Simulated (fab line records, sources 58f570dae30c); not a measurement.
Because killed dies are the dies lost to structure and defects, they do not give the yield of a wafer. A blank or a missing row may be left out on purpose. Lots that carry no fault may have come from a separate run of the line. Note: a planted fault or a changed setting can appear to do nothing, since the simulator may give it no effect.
Struck lot and sound lot, side by side -- flow berkeleyCmos170 -- 17 out of 331 route steps
Sound: the wafers L351.2, L351.5, L351.6. Wafers L356.1, L356.5, L356.6 were the ones struck. Last of all comes the cause.
Each step with rows lists, per side, the tool, then ch with its chambers, then its first start. Under that, the readings that differ: sound wafers -- struck wafers -- difference of the means -- sigmas: that difference in standard deviations of wafers without a fault.
alike: words and numbers the same on both sides, and readings whose means are apart by under 2 such deviations; not compared: readings that were withheld, readings missing a value for some wafer, numbers with overlapping values and no deviation given by the record, and bounds like >300 which may hide the same value.
A row with sigmas, a row that says differs or no value, or rows on one side alone: a step with any of these is where the two part. When numbers do not overlap yet have no deviation, they are printed without sigmas and do not part them. A reading missing from all wafers of one side parts the sides only when that side holds two or more wafers.

first, 5 steps without rows for these wafers: UCB170_NLDD_COAT_01 (resist thk 900 nm); UCB170_NLDD_SOFTBAKE_02 (time 60 s); UCB170_NLDD_EXPOSE_03 (exposes mask NSELECT, target cd 1200 nm); UCB170_NLDD_PEB_04; UCB170_NLDD_DEVELOP_05 (develop time 45 s).
UCB170_NLDD_CD_MEAS_06: the cd target is 1200 nm.
  sound on cdSem-01 at day 6 12:47; struck on cdSem-01 at day 7 11:41
  alike: cdNm
UCB170_NLDD_OVL_MEAS_07:
  sound on overlay-02 at day 6 12:54; struck on overlay-01 at day 7 11:48
  alike: NLDD_OVL
then, 2 steps without rows for these wafers: UCB170_NLDD_IMPLANT_08; UCB170_NLDD_IMPLANT_09.
UCB170_NLDD_STRIP_10: strips in O2.
  sound on plasmaAsher-01 ch 0,1, day 6 13:14; struck on plasmaAsher-02 ch 0,1, day 7 12:08
reading,sound,struck,difference,sigmas
drypumpMotorCurrentA (A),5.2 5.2 5.7,6.3 6.2 5.6,+0.7,+2
  alike: o2FlowSccm, oesProductAu, stripTimeToEndpointS
  not compared: rfHoursCounterH
UCB170_NLDD_TW_MEAS_11:
  sound on filmMetro-04 at day 6 13:20; struck on filmMetro-01 at day 7 12:14
reading,sound,struck,difference,sigmas
NLDD_TW,2184 2178 2190,2222 2209 2219,+33,+2
then, 1 step without rows for these wafers: UCB170_NLDD_CLEAN_12 (cleans in SPM, time 600 s).
UCB170_SPACER_CVD_00: deposits SiO2 from TEOS/O2, target thk 376 nm, time 47 s.
  sound on pecvd-03 ch 0,1,2, day 6 13:34; struck on pecvd-03 ch 1,2, day 7 14:31
reading,sound,struck,difference,sigmas
model.SiO2_of_SPACER_CVD_00.thkNm (nm),372.8 383.6 382.6,330.8 331.6 326.4,-50.1,
  alike: heaterPowerW
UCB170_SPACER_THK_MEAS_01:
  sound on filmMetro-02 at day 6 13:37; struck on filmMetro-02 at day 7 14:51
reading,sound,struck,difference,sigmas
SPACER_TEOS_THK (nm),373 384 382,331 332 326,-50,-10
  not compared: hold
UCB170_SPACER_ETCHBACK_03: etches SiO2 in CHF3/CF4/Ar, stops on Si, target depth 376 nm, time 100 s.
  sound on rieDiel-03 ch 0,2,3, day 6 17:13; struck on rieDiel-04 ch 2,3, day 7 19:33
reading,sound,struck,difference,sigmas
oesProductAu (a.u.),0.892 0.896 0.899,0.816 0.834 0.807,-0.077,-5
model.etch.depthNm (nm),372.8 383.6 382.6,330.8 331.6 326.4,-50.1,
  alike: drypumpMotorCurrentA, throttleValvePct
  not compared: rfHoursCounterH
then, 1 step without rows for these wafers: UCB170_PSD_HMDS_00 (prime time 60 s).
UCB170_M3_PROBE_99:
  rows exist in the record for the struck wafers here (prober-01, day 9 06:54), but not for the sound ones

WHERE THEY PART
Last at UCB170_M3_PROBE_99 as far as this record goes, first at UCB170_NLDD_STRIP_10.

WHY: the cause the simulator had injected
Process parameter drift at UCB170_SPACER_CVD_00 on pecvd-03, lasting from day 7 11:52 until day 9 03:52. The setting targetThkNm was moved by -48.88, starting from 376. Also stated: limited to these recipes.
